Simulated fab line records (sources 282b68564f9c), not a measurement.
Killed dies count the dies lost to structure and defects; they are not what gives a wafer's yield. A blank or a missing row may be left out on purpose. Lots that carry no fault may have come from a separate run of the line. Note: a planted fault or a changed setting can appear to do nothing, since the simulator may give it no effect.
fab line records ; flow rit_cmos ; part 2 of 2: steps 31 to 41 of 41
record lots=5; wafers=15; last_day=7
route steps=202 shown ACTIVE@16 FOX1@20 FOX2@23 NWELL@28 PWELL@39 WELLDRIVE@50 NRETRO@53
lots untouched by any fault: they come from a run of this same line in which no faults occurred
start_h: hours from the record's opening day to when the first of the lot's shown wafers began ; wait_h: how many hours have passed since the lot's step before this one ; " unchanged from the row above ; L1.1+2: several wafers, shown together as one row ; - either no value or no given start ; * or withheld: withheld ; < > ~ a bound
route shown NAME@n: names a module that has steps shown in the file, with the first one's number in the route ; usual: mean/standard deviation of fault-free wafers ; same: alike in all rows ; chamber/n: place in a boat ; sites: the reading at each site ; _std_site: their standard deviation ; _edge_site: mean of outer sites minus mean of inner sites ; radius_mm: for every site, how far away it sits from the centre of the wafer ; mask NAME#n: copy n ; behind: the tool/chamber that last shaped the wafer ; hold: reason for holding the lot/hours on hold/outcome of the hold ; device: the n, p or np transistor that did not switch ; end of line: tests of these same wafers at the route's end ; a step without rows: its recipe alone ; killed: at the first sort, the dies lost to defects and structure; wafer yield is something else ; map: dies across one wafer; x = killed, . = not, _ = none there
set.NAME: the setting that was run; set.NAME@STEP: the one run at that earlier step ; model.NAME: the simulator's own value behind a step, which no gauge read
certain route steps with their lots: each step a table, each wafer a row
services: when a tool's chamber went out of use (start_h, in hours from the record's first day, below 0 if earlier), for how many hours, and the reason
## steps
# step RIT_PWELL_HARDBAKE_07
# recipe resist=NOVOLAK; temp_c=140; time_s=120
# usual chill_plate_temp_C=23.01/0.11
lot.wafer;tool;chamber;start_h;wait_h;chill_plate_temp_C
L075.1;litho_track-03;0;28.26;0.0;23.35
L075.4;litho_track-03;0;28.26;0.0;23.24
L075.6;litho_track-03;0;28.26;0.0;23.21
L076.2;litho_track-01;0;33.15;0.1;23.14
L076.4;litho_track-01;0;33.15;0.1;23.25
L076.6;litho_track-01;0;33.15;0.1;23.06
L085.1;litho_track-04;0;78.39;0.0;22.99
L085.2;litho_track-04;0;78.39;0.0;23.15
L085.4;litho_track-04;0;78.39;0.0;23.06
L091.4;litho_track-01;0;107.15;0.1;23.05
L091.5;litho_track-01;0;107.15;0.1;22.94
L091.6;litho_track-01;0;107.15;0.1;22.89
L096.2;litho_track-04;0;131.98;0.1;22.92
L096.4;litho_track-04;0;131.98;0.1;22.80
L096.6;litho_track-04;0;131.98;0.1;22.89
# step RIT_PWELL_IMPLANT_08
# recipe species=B; energy_kev=170; dose_cm2=7e+13; tilt_deg=7
# usual tilt_deg=6.995/0.019
lot.wafer;tool;chamber;start_h;wait_h;tilt_deg
L075.1;implanter-02;0;28.51;0.2;7.002
L075.4;implanter-02;0;28.51;0.2;7.007
L075.6;implanter-02;0;28.51;0.2;7.007
L076.2;implanter-03;0;33.38;0.2;6.992
L076.4;implanter-03;0;33.38;0.2;7.010
L076.6;implanter-03;0;33.38;0.2;6.992
L085.1;implanter-03;0;78.64;0.2;6.989
L085.2;implanter-03;0;78.64;0.2;6.983
L085.4;implanter-03;0;78.64;0.2;6.998
L091.4;implanter-03;0;107.35;0.2;6.996
L091.5;implanter-03;0;107.35;0.2;6.972
L091.6;implanter-03;0;107.35;0.2;6.991
L096.2;implanter-01;0;132.21;0.2;6.948
L096.4;implanter-01;0;132.21;0.2;6.938
L096.6;implanter-01;0;132.21;0.2;6.985
# step RIT_PWELL_STRIP_09
# recipe chemistry=O2; time_s=180; resist=NOVOLAK; platen_temp_c=withheld; power_w=500; pressure_mtorr=4000; o2_flow_sccm=4000
# usual drypump_motor_current_A=5.35/0.27
lot.wafer;tool;chamber;start_h;wait_h;drypump_motor_current_A;rf_hours_counter_h
L075.1;plasma_asher-03;1;28.66;0.1;5.08;40
L075.4;plasma_asher-03;0;28.66;0.1;5.37;-
L075.6;plasma_asher-03;0;28.66;0.1;5.36;-
L076.2;plasma_asher-03;1;33.51;0.1;5.10;40
L076.4;plasma_asher-03;1;33.51;0.1;5.09;-
L076.6;plasma_asher-03;1;33.51;0.1;5.04;-
L085.1;plasma_asher-01;0;78.79;0.1;5.54;44
L085.2;plasma_asher-01;1;78.79;0.1;6.25;44
L085.4;plasma_asher-01;1;78.79;0.1;6.24;-
L091.4;plasma_asher-04;1;107.49;0.1;5.26;-
L091.5;plasma_asher-04;1;107.49;0.1;5.23;-
L091.6;plasma_asher-04;0;107.49;0.1;5.46;-
L096.2;plasma_asher-04;0;132.34;0.1;5.47;34
L096.4;plasma_asher-04;0;132.34;0.1;5.45;-
L096.6;plasma_asher-04;0;132.34;0.1;5.48;-
# step RIT_PWELL_TW_MEAS_10
# usual PWELL_TW=947/5
lot.wafer;tool;chamber;start_h;wait_h;PWELL_TW
L075.1;film_metro-04;-;28.84;0.1;952
L075.4;film_metro-04;-;28.84;0.1;954
L075.6;film_metro-04;-;28.84;0.1;956
L076.2;film_metro-03;-;33.69;0.1;943
L076.4;film_metro-03;-;33.69;0.1;942
L076.6;film_metro-03;-;33.69;0.1;949
L085.1;film_metro-03;-;78.96;0.1;940
L085.2;film_metro-03;-;78.96;0.1;940
L085.4;film_metro-03;-;78.96;0.1;942
L091.4;film_metro-03;-;107.63;0.1;944
L091.5;film_metro-03;-;107.63;0.1;945
L091.6;film_metro-03;-;107.63;0.1;944
L096.2;film_metro-03;-;132.52;0.1;943
L096.4;film_metro-03;-;132.52;0.1;944
L096.6;film_metro-03;-;132.52;0.1;938
# step RIT_WELLDRIVE_ANNEAL_00
# recipe temp_c=1100; time_s=14700; ambient=N2
# usual spike_tc_load_C=1128.3/1.1
lot.wafer;tool;chamber;start_h;wait_h;spike_tc_load_C
L075.1;furnace-03;0;29.22;0.4;1128.5
L075.4;furnace-03;0;29.22;0.4;1128.9
L075.6;furnace-03;0;29.22;0.4;1129.3
L076.2;furnace-01;0;33.74;0.0;1130.2
L076.4;furnace-01;0;33.74;0.0;1127.9
L076.6;furnace-01;0;33.74;0.0;1128.1
L085.1;furnace-01;0;79.02;0.1;1129.2
L085.2;furnace-01;0;79.02;0.1;1127.9
L085.4;furnace-01;0;79.02;0.1;1128.3
L091.4;furnace-02;0;107.66;0.0;1128.4
L091.5;furnace-02;0;107.66;0.0;1127.2
L091.6;furnace-02;0;107.66;0.0;1127.5
L096.2;furnace-02;0;133.21;0.7;1126.9
L096.4;furnace-02;0;133.21;0.7;1127.4
L096.6;furnace-02;0;133.21;0.7;1131.2
# step RIT_WELLDRIVE_RS_MEAS_01
# recipe thk_meas_gauge=four-point-probe
# usual NWELL_RS=275.3/0.82
lot.wafer;tool;chamber;start_h;wait_h;NWELL_RS[ohm/sq]
L075.1;film_metro-04;-;34.31;0.0;275.1
L075.4;film_metro-04;-;34.31;0.0;275.0
L075.6;film_metro-04;-;34.31;0.0;274.9
L076.2;film_metro-02;-;38.84;0.0;274.3
L076.4;film_metro-02;-;38.84;0.0;275.2
L076.6;film_metro-02;-;38.84;0.0;274.3
L085.1;film_metro-02;-;84.11;0.0;274.9
L085.2;film_metro-02;-;84.11;0.0;275.0
L085.4;film_metro-02;-;84.11;0.0;275.1
L091.4;film_metro-03;-;112.81;0.1;275.3
L091.5;film_metro-03;-;112.81;0.1;275.0
L091.6;film_metro-03;-;112.81;0.1;275.0
L096.2;film_metro-03;-;138.31;0.0;276.9
L096.4;film_metro-03;-;138.31;0.0;277.1
L096.6;film_metro-03;-;138.31;0.0;275.6
# step RIT_WELLDRIVE_RS_MEAS_02
# recipe thk_meas_gauge=four-point-probe
# usual PWELL_RS=429.4/1.2
lot.wafer;tool;chamber;start_h;wait_h;PWELL_RS[ohm/sq]
L075.1;film_metro-04;-;34.43;0.1;430.8
L075.4;film_metro-04;-;34.43;0.1;429.2
L075.6;film_metro-04;-;34.43;0.1;429.9
L076.2;film_metro-02;-;38.96;0.1;429.5
L076.4;film_metro-02;-;38.96;0.1;431.5
L076.6;film_metro-02;-;38.96;0.1;429.7
L085.1;film_metro-02;-;84.23;0.1;430.8
L085.2;film_metro-02;-;84.23;0.1;431.3
L085.4;film_metro-02;-;84.23;0.1;430.9
L091.4;film_metro-03;-;112.93;0.1;429.0
L091.5;film_metro-03;-;112.93;0.1;428.0
L091.6;film_metro-03;-;112.93;0.1;428.7
L096.2;film_metro-03;-;138.43;0.1;428.8
L096.4;film_metro-03;-;138.43;0.1;426.7
L096.6;film_metro-03;-;138.43;0.1;427.7
# step RIT_NRETRO_HMDS_00
# recipe prime_time_s=60; prime_temp_c=140
# usual chill_plate_temp_C=22.99/0.11
lot.wafer;tool;chamber;start_h;wait_h;chill_plate_temp_C
L075.1;litho_track-04;0;34.55;0.1;22.75
L075.4;litho_track-04;0;34.55;0.1;23.23
L075.6;litho_track-04;0;34.55;0.1;22.94
L076.2;litho_track-03;0;39.09;0.1;23.16
L076.4;litho_track-03;0;39.09;0.1;22.97
L076.6;litho_track-03;0;39.09;0.1;23.08
L085.1;litho_track-03;0;84.35;0.1;23.25
L085.2;litho_track-03;0;84.35;0.1;23.09
L085.4;litho_track-03;0;84.35;0.1;23.08
L091.4;litho_track-03;0;113.07;0.1;23.11
L091.5;litho_track-03;0;113.07;0.1;23.08
L091.6;litho_track-03;0;113.07;0.1;22.94
L096.2;litho_track-04;0;138.56;0.1;22.82
L096.4;litho_track-04;0;138.56;0.1;22.95
L096.6;litho_track-04;0;138.56;0.1;23.05
# step RIT_NRETRO_COAT_01
# recipe resist=NOVOLAK; spin_rpm=2000; resist_thk_nm=1300
# usual chill_plate_temp_C=22.99/0.11
lot.wafer;tool;chamber;start_h;wait_h;chill_plate_temp_C
L075.1;litho_track-04;0;34.70;0.1;22.88
L075.4;litho_track-04;0;34.70;0.1;23.04
L075.6;litho_track-04;0;34.70;0.1;22.94
L076.2;litho_track-03;0;39.24;0.1;22.89
L076.4;litho_track-03;0;39.24;0.1;22.72
L076.6;litho_track-03;0;39.24;0.1;23.00
L085.1;litho_track-03;0;84.50;0.1;23.00
L085.2;litho_track-03;0;84.50;0.1;23.09
L085.4;litho_track-03;0;84.50;0.1;23.17
L091.4;litho_track-03;0;113.22;0.1;22.87
L091.5;litho_track-03;0;113.22;0.1;23.00
L091.6;litho_track-03;0;113.22;0.1;22.87
L096.2;litho_track-04;0;138.71;0.1;23.15
L096.4;litho_track-04;0;138.71;0.1;23.10
L096.6;litho_track-04;0;138.71;0.1;22.99
# step RIT_NRETRO_SOFTBAKE_02
# recipe resist=NOVOLAK; temp_c=90; time_s=60
# usual chill_plate_temp_C=22.99/0.1
lot.wafer;tool;chamber;start_h;wait_h;chill_plate_temp_C
L075.1;litho_track-04;0;34.85;0.1;23.08
L075.4;litho_track-04;0;34.85;0.1;23.16
L075.6;litho_track-04;0;34.85;0.1;22.97
L076.2;litho_track-03;0;39.39;0.1;23.15
L076.4;litho_track-03;0;39.39;0.1;23.04
L076.6;litho_track-03;0;39.39;0.1;23.09
L085.1;litho_track-03;0;84.65;0.1;23.16
L085.2;litho_track-03;0;84.65;0.1;23.10
L085.4;litho_track-03;0;84.65;0.1;23.19
L091.4;litho_track-03;0;113.37;0.1;23.09
L091.5;litho_track-03;0;113.37;0.1;23.07
L091.6;litho_track-03;0;113.37;0.1;22.98
L096.2;litho_track-04;0;138.86;0.1;22.94
L096.4;litho_track-04;0;138.86;0.1;22.94
L096.6;litho_track-04;0;138.86;0.1;22.91
# step RIT_NRETRO_EXPOSE_03
# recipe mask_id=M4; na=0.57; target_cd_nm=43900; dose_mj=250
lot.wafer;tool;chamber;start_h;wait_h;mask
L075.1+4+6;iline_stepper-02;0;35.12;0.2;M4#0
L076.2+4+6;iline_stepper-02;0;39.53;0.1;M4#0
L085.1+2+4;iline_stepper-01;0;84.80;0.1;M4#0
L091.4+5+6;iline_stepper-01;0;113.62;0.2;M4#0
L096.2+4+6;iline_stepper-01;0;139.13;0.2;M4#0
## services
tool;chamber;start_h;hours;kind
iline_stepper-02;-;5.97;2.7;repair
furnace-04;-;19.16;2.9;pm
implanter-04;-;21.46;3.3;pm
implanter-03;-;24.05;3.6;repair
implanter-02;-;24.44;4.0;repair
plasma_asher-04;-;30.02;10.5;repair
iline_stepper-01;0;42.21;-;calibration
iline_stepper-01;-;45.80;2.1;pm
iline_stepper-01;-;47.88;-;consumable_replace:lamp
plasma_asher-01;-;48.14;0.6;repair
iline_stepper-01;-;48.14;11.8;repair
furnace-03;-;67.77;4.2;pm
furnace-03;-;88.29;3.0;pm
furnace-04;-;98.13;3.6;pm
wet_bench-02;-;101.45;57.3;repair
implanter-04;-;102.91;4.7;pm
plasma_asher-01;-;108.75;9.0;pm
plasma_asher-01;0;108.75;9.0;vent_cycle
plasma_asher-01;1;108.75;9.0;vent_cycle
iline_stepper-02;-;110.06;4.4;repair
plasma_asher-01;-;111.80;4.2;repair
iline_stepper-01;-;123.65;1.7;pm
iline_stepper-01;-;126.06;9.4;repair
furnace-01;-;132.26;3.1;pm
